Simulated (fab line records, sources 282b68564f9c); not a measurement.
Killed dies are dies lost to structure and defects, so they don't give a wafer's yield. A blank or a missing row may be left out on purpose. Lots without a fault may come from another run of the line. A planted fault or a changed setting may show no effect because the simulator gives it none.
Chamber matching | flow rit_cmos | RIT_SPACER_ETCHBACK_05 on rie_diel-04: 4 sister chambers
The step etches Si3N4 in SF6/CHF3, stops on SiO2, target depth 250 nm, time 240 s. 14 wafers are shown with their chamber, then 6 later ones without.

WAFERS WITH THEIR CHAMBER
wafer  | chamber | throttle_valve_pct (%) | drypump_motor_current_A (A) | oes_product_au (a.u.)
L159.1 | 3       | 10.36                  | 5.2                         | 0.844
L159.3 | 1       | 10.36                  | 5.1                         | 0.863
L159.6 | 1       | 10.37                  | 5.1                         | 0.856
L160.2 | 1       | 10.35                  | 5.1                         | 0.865
L160.3 | 2       | 10.43                  | 5.6                         | 0.832
L160.5 | 0       | 10.07                  | 5.7                         | 0.834
L162.1 | 1       | 10.35                  | 5.2                         | 0.867
L162.5 | 3       | 10.36                  | 5.3                         | 0.840
L162.6 | 0       | 10.07                  | 5.7                         | 0.825
L165.3 | 0       | 10.07                  | 5.7                         | 0.821
L165.4 | 1       | 10.36                  | 5.2                         | 0.851
L165.6 | 3       | 10.37                  | 5.3                         | 0.851
L174.1 | 2       | 10.45                  | 5.6                         | 0.865
L174.2 | 0       | 10.10                  | 5.7                         | 0.873

SIGNATURES (means of the wafers above)
reading                 | chamber 0 | chamber 1 | chamber 2 | chamber 3 | scatter within a chamber
throttle_valve_pct      | 10.0775   | 10.3580   | 10.4400   | 10.3633   | 0.0111
drypump_motor_current_A | 5.700     | 5.140     | 5.600     | 5.267     | 0.0432
oes_product_au          | 0.83825   | 0.86040   | 0.84850   | 0.84500   | 0.0158
Rule: a wafer's distance from a chamber is the root of the sum, over the readings, of the square of ((its reading less the chamber's mean) divided by the reading's scatter). The wafer belongs to the nearest chamber; if the next one is less than 2 further off, it can't be placed. The scatter: the root of (the sum of the squares of (reading less its chamber's mean) over the shown wafers, divided by (wafers less chambers)).

WAFERS WITHOUT THEIR CHAMBER
wafer  | throttle_valve_pct (%) | drypump_motor_current_A (A) | oes_product_au (a.u.)
L175.1 | 10.42                  | 5.6                         | 0.828
L175.5 | 10.36                  | 5.2                         | 0.864
L175.6 | 10.08                  | 5.7                         | 0.837
L178.1 | 10.44                  | 5.5                         | 0.822
L178.3 | 10.36                  | 5.1                         | 0.860
L178.4 | 10.05                  | 5.7                         | 0.834

WHICH CHAMBER EACH WENT THROUGH
wafer  | from the rows above     | in truth
L175.1 | 2                       | 2
L175.5 | can't be placed: 1 or 3 | 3
L175.6 | 0                       | 0
L178.1 | 2                       | 2
L178.3 | 1                       | 1
L178.4 | 0                       | 0
Placed correctly: 5 of 6. Can't be placed from these rows: 1 (the true chamber is among the candidates in 1). Placed wrongly: 0.
